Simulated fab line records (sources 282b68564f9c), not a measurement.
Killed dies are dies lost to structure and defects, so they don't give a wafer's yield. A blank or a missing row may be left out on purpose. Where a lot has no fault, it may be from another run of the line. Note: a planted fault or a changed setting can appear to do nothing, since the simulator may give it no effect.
fab line records    flow rit-cmos
record lots=6  wafers=18  last-day=7
route steps=202 shown ACTIVE@1 FOX1@20 FOX2@23 M1@202
lots that met no fault: taken from a fault-free run of the same line
start-h: the number of hours between the record's first day and the start of the first shown wafer of the lot    wait-h: how many hours have passed since the lot's step before this one    " unchanged from the row above    L1.1+2: a row that stands for several wafers    - no value, or no start was given    * or withheld: withheld    < > ~ a bound
route shown NAME@n: a module of which the file shows steps, and the number in the route of the first    usual: mean and standard deviation over wafers with no fault    same: alike in all rows    chamber/n: place in a boat    sites: per-site readings    _std_site: how widely they spread, as a standard deviation    _edge_site: inner sites' mean taken away from outer sites' mean    radius-mm: for every site, how far away it sits from the centre of the wafer    mask NAME#n: copy n    behind: tool/chamber where the wafer was last shaped    hold: the reason the lot was held/the length of the hold in hours/how it ended    device: the n, p or np transistor that did not switch    end of line: at the end of the route, the tests of the same wafers    for a step that has no rows: nothing shown but its recipe    killed: at the first sort, the dies lost to defects and structure; wafer yield is something else    map: dies across one wafer; x = killed, . = not, _ = none there
set.NAME: setting as actually run; set.NAME@STEP: the setting as run at that earlier step    model.NAME: the simulator's own value behind a step, which no gauge read
a table for each step, a row for each wafer; lots at some steps of the route
services: from which hour (start-h, from the record's first day; less than 0 if before it) a tool's chamber was out of use, for how many hours, and why
## steps
# step RIT_ACTIVE_BOW_MEAS_00
# recipe mode=bow
# usual INCOMING_BOW=0/6
lot.wafer  tool           chamber  start-h  wait-h  INCOMING_BOW[um]
L135.4     film-metro-04  -        15.06    -       -8
L135.5     "              -        "        "       6
L135.6     "              -        "        "       8
L139.1     film-metro-03  -        35.00    -       -1
L139.4     "              -        "        "       4
L139.6     "              -        "        "       0
L145.2     film-metro-04  -        65.02    -       -5
L145.4     "              -        "        "       -5
L145.6     "              -        "        "       -4
L146.1     film-metro-01  -        70.00    -       4
L146.3     "              -        "        "       0
L146.5     "              -        "        "       -11
L154.1     film-metro-01  -        110.00   -       -6
L154.3     "              -        "        "       0
L154.5     "              -        "        "       -1
L155.1     film-metro-01  -        115.00   -       7
L155.2     "              -        "        "       -1
L155.6     "              -        "        "       -4
# step RIT_ACTIVE_OXIDATION_01
# recipe temp-c=1000  ambient=O2  target-thk-a=468  ox-time-s=3360
# usual spike-tc-source-C=1023.1/1.1  tube-center-temp-C=1000/0.086
lot.wafer  tool        chamber  start-h  wait-h  spike-tc-source-C  tube-center-temp-C  model.SiO2_of_ACTIVE_OXIDATION_01.thk-nm
L135.4     furnace-04  0        16.31    1.2     1023.8             999.97              47.12
L135.5     "           0        "        "       1022.3             1000                46.16
L135.6     "           0        "        "       1023.0             1000.1              46.81
L139.1     furnace-04  0        36.01    1.0     1022.3             999.98              47.77
L139.4     "           0        "        "       1021.8             999.96              46.87
L139.6     "           0        "        "       1023.7             1000.1              47.28
L145.2     furnace-04  0        67.66    2.6     1021.8             999.89              70.42
L145.4     "           0        "        "       1024.1             1000.1              70.43
L145.6     "           0        "        "       1022.3             999.91              69.91
L146.1     furnace-04  0        71.16    1.1     1023.1             999.97              73.19
L146.3     "           0        "        "       1023.8             1000.2              72.83
L146.5     "           0        "        "       1021.6             999.87              72.41
L154.1     furnace-03  0        110.68   0.7     1023.8             1000                46.93
L154.3     "           0        "        "       1022.6             999.88              47.23
L154.5     "           0        "        "       1023.7             1000                47.34
L155.1     furnace-01  0        116.14   1.1     1024.6             1000.1              46.05
L155.2     "           0        "        "       1024.3             999.95              44.67
L155.6     "           0        "        "       1023.8             999.93              45
# step RIT_ACTIVE_THK_MEAS_02
# recipe reads=SiO2_of_ACTIVE_OXIDATION_01
# usual ACTIVE_OXIDE_THK=46.6/0.89
lot.wafer  tool           chamber  start-h  wait-h  ACTIVE_OXIDE_THK[nm]
L135.4     film-metro-01  -        18.27    0.0     47.2
L135.5     "              -        "        "       46.2
L135.6     "              -        "        "       46.8
L139.1     film-metro-01  -        37.94    0.0     47.8
L139.4     "              -        "        "       46.8
L139.6     "              -        "        "       47.3
L145.2     film-metro-03  -        69.60    0.0     70.5
L145.4     "              -        "        "       70.4
L145.6     "              -        "        "       69.9
L146.1     film-metro-04  -        73.09    0.0     73.2
L146.3     "              -        "        "       72.8
L146.5     "              -        "        "       72.4
L154.1     film-metro-01  -        112.61   0.0     46.9
L154.3     "              -        "        "       47.2
L154.5     "              -        "        "       47.3
L155.1     film-metro-03  -        118.07   0.0     46.0
L155.2     "              -        "        "       44.7
L155.6     "              -        "        "       44.9
# step RIT_ACTIVE_CVD_03
# recipe material=Si3N4  target-thk-nm=150  temp-c=810  precursor=SiH2Cl2/NH3  time-s=1500  pressure-mtorr=300  sih2cl2-flow-sccm=60  nh3-flow-sccm=150
# step RIT_ACTIVE_THK_MEAS_04
# recipe reads=Si3N4_of_ACTIVE_CVD_03
# usual ACTIVE_NITRIDE_THK=150.2/1.7
lot.wafer  tool           chamber  start-h  wait-h  ACTIVE_NITRIDE_THK[nm]
L135.4     film-metro-03  -        21.24    0.0     150.7
L135.5     "              -        "        "       150.8
L135.6     "              -        "        "       149.8
L139.1     film-metro-04  -        39.42    0.0     150.7
L139.4     "              -        "        "       151.0
L139.6     "              -        "        "       150.0
L145.2     film-metro-01  -        71.08    0.0     147.8
L145.4     "              -        "        "       147.4
L145.6     "              -        "        "       147.2
L146.1     film-metro-04  -        74.57    0.0     150.1
L146.3     "              -        "        "       151.0
L146.5     "              -        "        "       149.0
L154.1     film-metro-01  -        114.09   0.0     151.9
L154.3     "              -        "        "       151.2
L154.5     "              -        "        "       151.9
L155.1     film-metro-03  -        120.25   0.0     152.2
L155.2     "              -        "        "       153.7
L155.6     "              -        "        "       150.4
# step RIT_ACTIVE_HMDS_05
# recipe prime-time-s=60  prime-temp-c=140
# step RIT_ACTIVE_COAT_06
# recipe resist=NOVOLAK  spin-rpm=3250  resist-thk-nm=1000
# step RIT_ACTIVE_SOFTBAKE_07
# recipe resist=NOVOLAK  temp-c=90  time-s=60
# step RIT_ACTIVE_EXPOSE_08
# recipe mask-id=M1  na=0.6  source-shape=conventional  sigma-outer=0.6  target-cd-nm=1400  dose-mj=225
# step RIT_ACTIVE_PEB_09
# recipe resist=NOVOLAK  temp-c=withheld  time-s=withheld
# step RIT_ACTIVE_DEVELOP_10
# recipe resist=NOVOLAK  develop-time-s=50  dev-temp-c=23
# step RIT_ACTIVE_CD_MEAS_11
# recipe target-cd-nm=1400
# usual cd-nm=1400.6/2.3
lot.wafer  tool       chamber  start-h  wait-h  cd-nm
L135.4     cd-sem-01  -        22.30    -       1399.8
L135.5     "          -        "        "       1401.3
L135.6     "          -        "        "       1401.0
L139.1     cd-sem-01  -        40.56    -       1403.6
L139.4     "          -        "        "       1404.4
L139.6     "          -        "        "       1405.4
L145.2     cd-sem-02  -        72.00    -       1397.8
L145.4     "          -        "        "       1401.5
L145.6     "          -        "        "       1398.1
L146.1     cd-sem-02  -        75.77    -       1404.5
L146.3     "          -        "        "       1406.5
L146.5     "          -        "        "       1404.8
L154.1     cd-sem-02  -        115.00   -       1400.8
L154.3     "          -        "        "       1403.2
L154.5     "          -        "        "       1403.8
L155.1     cd-sem-02  -        121.16   -       1397.5
L155.2     "          -        "        "       1396.2
L155.6     "          -        "        "       1396.9
# step RIT_ACTIVE_HARDBAKE_12
# recipe resist=NOVOLAK  temp-c=140  time-s=60
# step RIT_ACTIVE_ETCH_13
# recipe stop-on=SiO2  chemistry=SF6  target=Si3N4  time-s=210  over-etch-frac=0.4  SF6_flow_sccm=200  pressure-mtorr=260  rf-w=125  target-depth-a=2100
# usual SF6_flow_sccm=200.0/0.61  drypump-motor-current-A=5.9/0.43  oes-product-au=0.822/0.011  throttle-valve-pct=7.50/0.11
# same over-etch-frac=0.4  time-s=210
lot.wafer  tool         chamber  start-h  wait-h  SF6_flow_sccm  drypump-motor-current-A  oes-product-au  rf-hours-counter-h  throttle-valve-pct
L135.4     rie-diel-03  3        22.51    0.1     200.9          5.4                      0.826           39                  7.54
L135.5     "            0        "        "       201.2          6.2                      0.808           -                   7.64
L135.6     "            3        "        "       200.5          5.4                      0.821           -                   7.52
L139.1     rie-diel-04  1        40.83    0.1     199.5          5.6                      0.806           6                   7.60
L139.4     "            2        "        "       198.8          5.6                      0.828           49                  7.45
L139.6     "            0        "        "       199.8          6.4                      0.808           -                   7.47
L145.2     rie-diel-03  2        72.34    0.1     200.0          6.0                      0.813           57                  7.36
L145.4     "            0        "        "       200.0          6.2                      0.808           132                 7.63
L145.6     "            3        "        "       200.5          5.4                      0.804           -                   7.53
L146.1     rie-diel-04  0        76.04    0.1     199.1          6.4                      0.814           6                   7.49
L146.3     "            3        "        "       198.3          5.4                      0.825           17                  7.60
L146.5     "            3        "        "       199.5          5.4                      0.824           -                   7.61
L154.1     rie-diel-01  2        115.27   0.1     201.0          6.2                      0.832           77                  7.39
L154.3     "            3        "        "       199.9          6.6                      0.815           0                   7.66
L154.5     "            2        "        "       201.0          6.2                      0.828           -                   7.37
L155.1     rie-diel-03  0        121.43   0.1     200.3          6.2                      0.821           133                 7.64
L155.2     "            2        "        "       200.6          6.1                      0.838           58                  7.39
L155.6     "            3        "        "       200.2          5.4                      0.811           -                   7.53
# step RIT_ACTIVE_STRIP_14
# recipe chemistry=O2  time-s=180  resist=NOVOLAK  platen-temp-c=withheld  power-w=500  pressure-mtorr=4000  o2-flow-sccm=4000
# usual drypump-motor-current-A=5.43/0.2
# same time-s=180
lot.wafer  tool             chamber  start-h  wait-h  drypump-motor-current-A  rf-hours-counter-h
L135.4     plasma-asher-01  0        22.70    0.1     5.53                     -
L135.5     "                0        "        "       5.55                     -
L135.6     "                1        "        "       5.14                     -
L139.1     plasma-asher-02  0        40.97    0.1     5.57                     39
L139.4     "                0        "        "       5.59                     -
L139.6     "                0        "        "       5.60                     -
L145.2     plasma-asher-04  1        72.47    0.1     5.14                     27
L145.4     "                1        "        "       5.11                     -
L145.6     "                1        "        "       5.15                     -
L146.1     plasma-asher-02  1        76.17    0.1     5.50                     43
L146.3     "                0        "        "       5.61                     -
L146.5     "                0        "        "       5.57                     -
L154.1     plasma-asher-04  0        115.40   0.1     5.65                     32
L154.3     "                1        "        "       5.12                     -
L154.5     "                0        "        "       5.65                     -
L155.1     plasma-asher-01  0        121.57   0.1     5.53                     44
L155.2     "                1        "        "       5.16                     44
L155.6     "                0        "        "       5.52                     -
# step RIT_ACTIVE_CD_MEAS_90
# recipe target-cd-nm=1400
# usual cd-nm=1400.6/2.4
lot.wafer  tool       chamber  start-h  wait-h  cd-nm
L135.4     cd-sem-02  -        22.88    0.1     1400.0
L135.5     "          -        "        "       1401.2
L135.6     "          -        "        "       1400.7
L139.1     cd-sem-02  -        41.14    0.1     1403.7
L139.4     "          -        "        "       1404.3
L139.6     "          -        "        "       1405.5
L145.2     cd-sem-01  -        72.67    0.1     1397.5
L145.4     "          -        "        "       1401.4
L145.6     "          -        "        "       1398.5
L146.1     cd-sem-02  -        76.34    0.1     1405.0
L146.3     "          -        "        "       1406.4
L146.5     "          -        "        "       1404.6
L154.1     cd-sem-01  -        115.58   0.1     1401.4
L154.3     "          -        "        "       1403.3
L154.5     "          -        "        "       1404.2
L155.1     cd-sem-02  -        121.74   0.1     1397.0
L155.2     "          -        "        "       1395.1
L155.6     "          -        "        "       1396.8
# step RIT_ACTIVE_CLEAN_15
# recipe chemistry=SC1  mix=3:3:50  time-s=600  temp-c=75
# step RIT_ACTIVE_CLEAN_16
# recipe chemistry=dHF  dilution=50:1  time-s=30
# step RIT_ACTIVE_CLEAN_17
# recipe chemistry=SC2  mix=3:3:50  time-s=600  temp-c=75  dry=n2-spin
# step RIT_FOX1_OXIDATION_00
# recipe temp-c=1100  ambient=H2O  target-thk-a=3507  p-h2o-torr=720  ox-time-s=1130
# step RIT_FOX1_THK_MEAS_01
# recipe reads=SiO2_of_FOX1_OXIDATION_00
# usual FOX1_OXIDE_THK=349/7.2
lot.wafer  tool           chamber  start-h  wait-h  FOX1_OXIDE_THK[nm]
L135.4     film-metro-02  -        29.00    0.0     343
L135.5     "              -        "        "       346
L135.6     "              -        "        "       340
L139.1     film-metro-04  -        44.39    0.0     347
L139.4     "              -        "        "       345
L139.6     "              -        "        "       346
L145.2     film-metro-02  -        74.62    0.0     342
L145.4     "              -        "        "       353
L145.6     "              -        "        "       345
L146.1     film-metro-02  -        78.15    0.0     360
L146.3     "              -        "        "       359
L146.5     "              -        "        "       361
L154.1     film-metro-02  -        118.62   0.0     355
L154.3     "              -        "        "       351
L154.5     "              -        "        "       355
L155.1     film-metro-02  -        123.97   0.0     336
L155.2     "              -        "        "       330
L155.6     "              -        "        "       336
# step RIT_FOX1_WET_ETCH_02
# recipe chemistry=BOE  target-depth-nm=350  time-s=390  temp-c=21.5  dry=n2-spin  dilution=10:1  target=SiO2
# step RIT_FOX2_OXIDATION_00
# recipe temp-c=1100  ambient=H2O  target-thk-a=3507  p-h2o-torr=720  ox-time-s=1130
# step RIT_FOX2_THK_MEAS_01
# recipe reads=SiO2_of_FOX2_OXIDATION_00
# usual FOX2_OXIDE_THK=348/6.5
lot.wafer  tool           chamber  start-h  wait-h  FOX2_OXIDE_THK[nm]
L135.4     film-metro-02  -        32.25    0.0     355
L135.5     "              -        "        "       354
L135.6     "              -        "        "       360
L139.1     film-metro-01  -        45.89    0.0     340
L139.4     "              -        "        "       349
L139.6     "              -        "        "       354
L145.2     film-metro-02  -        76.12    0.0     342
L145.4     "              -        "        "       340
L145.6     "              -        "        "       343
L146.1     film-metro-01  -        79.64    0.0     352
L146.3     "              -        "        "       348
L146.5     "              -        "        "       355
L154.1     film-metro-02  -        120.11   0.0     348
L154.3     "              -        "        "       342
L154.5     "              -        "        "       347
L155.1     film-metro-02  -        125.98   0.0     353
L155.2     "              -        "        "       348
L155.6     "              -        "        "       353
# step RIT_FOX2_CLEAN_02
# recipe chemistry=dHF  dilution=50:1  time-s=180
# step RIT_FOX2_WET_ETCH_03
# recipe chemistry=H3PO4  target=Si3N4  target-depth-nm=195  temp-c=165  time-s=2700
# usual temp-c=164.94/0.15
# same time-s=2700
lot.wafer  tool          chamber  start-h  wait-h  temp-c  model.SiO2_of_ACTIVE_OXIDATION_01.thk-nm
L135.4     wet-bench-03  0        32.33    0.0     164.62  41.28
L135.5     "             0        "        "       164.84  41.03
L135.6     "             0        "        "       164.71  40.99
L139.1     wet-bench-04  2        46.00    0.0     164.72  42.35
L139.4     "             2        "        "       164.78  40.13
L139.6     "             2        "        "       164.57  41.91
L145.2     wet-bench-04  0        76.23    0.0     165.02  60.49
L145.4     "             0        "        "       165.10  62.28
L145.6     "             0        "        "       165.18  61.27
L146.1     wet-bench-03  0        79.75    0.0     165.23  64.92
L146.3     "             0        "        "       164.94  62.33
L146.5     "             0        "        "       165.10  62.04
L154.1     wet-bench-01  1        120.23   0.0     164.82  41.8
L154.3     "             1        "        "       164.79  41.66
L154.5     "             1        "        "       164.82  42.16
L155.1     wet-bench-04  0        126.09   0.0     165.03  40.97
L155.2     "             0        "        "       165.04  37.94
L155.6     "             0        "        "       165.01  39.43
# step RIT_FOX2_THK_MEAS_90
# recipe reads=SiO2_of_FOX2_OXIDATION_00
# usual FIELD_OXIDE_LEFT_1_THK=320/6.5
lot.wafer  tool           chamber  start-h  wait-h  FIELD_OXIDE_LEFT_1_THK[nm]
L135.4     film-metro-01  -        33.12    0.0     328
L135.5     "              -        "        "       327
L135.6     "              -        "        "       333
L139.1     film-metro-02  -        46.76    0.0     312
L139.4     "              -        "        "       321
L139.6     "              -        "        "       326
L145.2     film-metro-03  -        77.00    0.0     314
L145.4     "              -        "        "       312
L145.6     "              -        "        "       314
L146.1     film-metro-01  -        80.51    0.0     325
L146.3     "              -        "        "       321
L146.5     "              -        "        "       327
L154.1     film-metro-02  -        121.06   0.0     321
L154.3     "              -        "        "       315
L154.5     "              -        "        "       320
L155.1     film-metro-01  -        126.85   0.0     325
L155.2     "              -        "        "       321
L155.6     "              -        "        "       326
# step RIT_M1_PROBE_99
# usual killed-at-contacts=0.0/0.18  killed-at-front-end=7/3  killed-dies=7/3  killed-open=3.6/1.9  killed-short=3.2/1.8
# same gross-dies=264  killed_at_M0_to_M3=0  killed_at_M4_up=0  killed-at-back-side=0  killed-at-other=0
lot.wafer  tool       chamber  start-h  wait-h  killed-at-contacts  killed-at-front-end  killed-dies  killed-open  killed-short  model.etest.pldd.width-nm  model.etest.nldd.width-nm  model.etest.nmos_0p3.r-on-ohm-um  model.etest.pplus-sal.width-nm  model.etest.nplus-sal.width-nm  model.etest.nmos-narrow.drive-ua-um  model.etest.pmos-narrow.drive-ua-um  model.etest.nmos_0p15.drive-ua-um
L135.4     prober-02  -        76.03    0.2     0                   6                    6            2            4             3180                       3186                       2193                              3443                            3470                            226.2                                102.3                                459.4
L135.5     prober-02  -        76.08    0.2     0                   10                   10           6            4             3190                       3186                       2205                              3468                            3462                            226.8                                102.1                                468
L135.6     prober-02  -        76.13    0.2     0                   4                    4            2            2             3151                       3174                       2178                              3456                            3445                            226.2                                103.5                                462
L139.1     prober-01  -        90.75    0.1     0                   4                    4            3            1             3197                       3201                       2224                              3466                            3449                            218.4                                100.3                                433.4
L139.4     prober-01  -        90.90    0.2     0                   6                    6            5            1             3187                       3198                       2196                              3456                            3484                            220.6                                100.8                                443.9
L139.6     prober-01  -        91.00    0.2     0                   6                    6            3            3             3168                       3190                       2206                              3444                            3462                            222.6                                102                                  445.6
L145.2     prober-01  -        117.53   0.1     0                   5                    5            3            2             2879                       2864                       2273                              3330                            3339                            154.6                                75.04                                444.9
L145.4     prober-01  -        117.63   0.2     0                   7                    7            5            2             2858                       2851                       2259                              3335                            3300                            151.5                                73.46                                441.5
L145.6     prober-01  -        117.73   0.2     1                   6                    7            2            5             2870                       2867                       2312                              3357                            3344                            151.1                                73.39                                430.4
L146.1     prober-02  -        122.60   0.1     0                   7                    7            3            4             2756                       2722                       2374                              3294                            3280                            119.8                                58.48                                416.2
L146.3     prober-02  -        122.70   0.2     0                   5                    5            3            2             2756                       2779                       2368                              3326                            3326                            126.8                                60.48                                412.1
L146.5     prober-02  -        122.80   0.2     0                   16                   16           6            10            2767                       2747                       2354                              3305                            3314                            122.1                                59.39                                413.4
L154.1     prober-02  -        161.23   0.1     0                   8                    8            5            3             3184                       3188                       2138                              3444                            3463                            234.1                                102.7                                484
L154.3     prober-02  -        161.33   0.2     0                   2                    2            0            2             3171                       3171                       2111                              3450                            3439                            229.5                                102.3                                473.1
L154.5     prober-02  -        161.43   0.2     0                   5                    5            2            3             3182                       3196                       2116                              3461                            3452                            232.7                                104.1                                485.4
L155.1     prober-01  -        167.32   0.1     0                   8                    8            3            5             3201                       3171                       2075                              3460                            3460                            238.6                                107.8                                489.4
L155.2     prober-01  -        167.37   0.1     0                   5                    5            1            4             3211                       3202                       2088                              3473                            3488                            244.7                                111                                  493.1
L155.6     prober-01  -        167.57   0.2     0                   5                    5            2            3             3223                       3180                       2056                              3440                            3451                            242.7                                110.4                                505.9
# killed by level:class
L135.4 FOX1:geometric-particle:short=1 FOX1:geometric-particle:open=1 GATE:geometric-particle:short=1 REOX:geometric-particle:short=1 SPACER:geometric-particle:short=1 SPACER:geometric-particle:open=1
L135.5 FOX1:geometric-particle:open=2 GATE:geometric-particle:open=2 SILICIDE:geometric-particle:short=2 GATE:geometric-particle:short=1 REOX:geometric-particle:open=1 REOX:geometric-particle:short=1 SILICIDE:geometric-particle:open=1
L135.6 GATE:geometric-particle:open=2 FOX1:geometric-particle:short=1 REOX:geometric-particle:short=1
L139.1 GATE:geometric-particle:open=3 FOX2:geometric-particle:short=1
L139.4 GATE:geometric-particle:open=2 FOX1:geometric-particle:open=1 FOX2:geometric-particle:open=1 GATE:geometric-particle:short=1 SILICIDE:geometric-particle:open=1
L139.6 FOX1:geometric-particle:short=3 GATE:geometric-particle:open=2 FOX1:geometric-particle:open=1
L145.2 GATE:geometric-particle:short=2 GATE:geometric-particle:open=2 SPACER:geometric-particle:open=1
L145.4 FOX1:geometric-particle:open=2 GATE:geometric-particle:open=2 FOX1:geometric-particle:short=1 GATE:geometric-particle:short=1 SPACER:geometric-particle:open=1
L145.6 GATE:geometric-particle:short=2 SILICIDE:geometric-particle:open=2 SPACER:geometric-particle:short=1 SILICIDE:geometric-particle:short=1 CONTACT:geometric-particle:short=1
L146.1 GATE:geometric-particle:short=3 FOX1:geometric-particle:open=2 FOX1:geometric-particle:short=1 REOX:geometric-particle:open=1
L146.3 SPACER:geometric-particle:open=2 GATE:geometric-particle:open=1 GATE:geometric-particle:short=1 SILICIDE:geometric-particle:short=1
L146.5 GATE:geometric-particle:short=6 GATE:geometric-particle:open=2 REOX:geometric-particle:short=2 SPACER:geometric-particle:open=2 FOX1:geometric-particle:short=1 REOX:geometric-particle:open=1 SPACER:geometric-particle:short=1 SILICIDE:geometric-particle:open=1
L154.1 SILICIDE:geometric-particle:open=3 GATE:geometric-particle:open=2 REOX:geometric-particle:short=2 SILICIDE:geometric-particle:short=1
L154.3 FOX1:geometric-particle:short=1 GATE:geometric-particle:short=1
L154.5 FOX2:geometric-particle:short=1 GATE:geometric-particle:short=1 GATE:geometric-particle:open=1 SPACER:geometric-particle:short=1 SILICIDE:geometric-particle:open=1
L155.1 GATE:geometric-particle:short=3 FOX1:geometric-particle:short=2 FOX1:geometric-particle:open=1 GATE:geometric-particle:open=1 SILICIDE:geometric-particle:open=1
L155.2 FOX2:geometric-particle:short=2 FOX1:geometric-particle:short=1 FOX2:geometric-particle:open=1 GATE:geometric-particle:short=1
L155.6 FOX2:geometric-particle:short=1 GATE:geometric-particle:short=1 GATE:geometric-particle:open=1 REOX:geometric-particle:short=1 REOX:geometric-particle:open=1
## services
tool             chamber  start-h  hours  kind
wet-bench-04     -        -1.46    0.9    repair
furnace-01       -        14.25    3.8    pm
furnace-01       -        18.07    4.0    pm
furnace-03       -        22.35    5.1    pm
furnace-04       -        23.89    11.9   pm
rie-diel-01      -        24.98    0.3    repair
rie-diel-04      0        53.80    4.5    repair
plasma-asher-04  -        73.26    1.3    repair
rie-diel-01      3        78.66    -      clean
rie-diel-01      3        78.66    17.7   scheduled-down
rie-diel-01      3        78.66    17.7   vent-cycle
rie-diel-01      1        105.76   1.6    repair
rie-diel-03      2        107.46   4.1    repair
wet-bench-04     -        114.46   6.0    repair
rie-diel-01      0        116.49   5.1    repair
rie-diel-01      0        121.58   -      clean
rie-diel-01      0        121.58   17.5   scheduled-down
rie-diel-01      0        121.58   17.5   vent-cycle
## key
first-sign step=RIT_ACTIVE_THK_MEAS_02  reading=ACTIVE_OXIDE_THK  direction=up  sigmas=28  usual=46.6  struck=71.5
effect none on later readings
model-effect step=RIT_ACTIVE_OXIDATION_01  value=SiO2_of_ACTIVE_OXIDATION_01.thk-nm  without=46.55  struck=71.53
model-effect step=RIT_FOX2_WET_ETCH_03  value=SiO2_of_ACTIVE_OXIDATION_01.thk-nm  without=40.09  struck=62.22
model-effect step=RIT_M1_PROBE_99  value=etest.pldd.width-nm  without=3184  struck=2814
met-at RIT_ACTIVE_OXIDATION_01
struck-wafers L145.2,L145.4,L145.6,L146.1,L146.3,L146.5
tester-left-out L145,L146
fault kind=process-parameter-drift  tool=furnace-04  chamber=-  onset-h=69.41  steps=RIT_ACTIVE_OXIDATION_01  channel=ox-time-s  offset=*  shape=step  end-h=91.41  acts-in=*  stated=*
# tester-left-out: of these lots the tester's yield and bins aren't shown, on N5 and GAA mostly nor the transistor test; their killed dies are dies lost to structure and defects alone, not to doping, threshold or leakage, so they don't give the yield
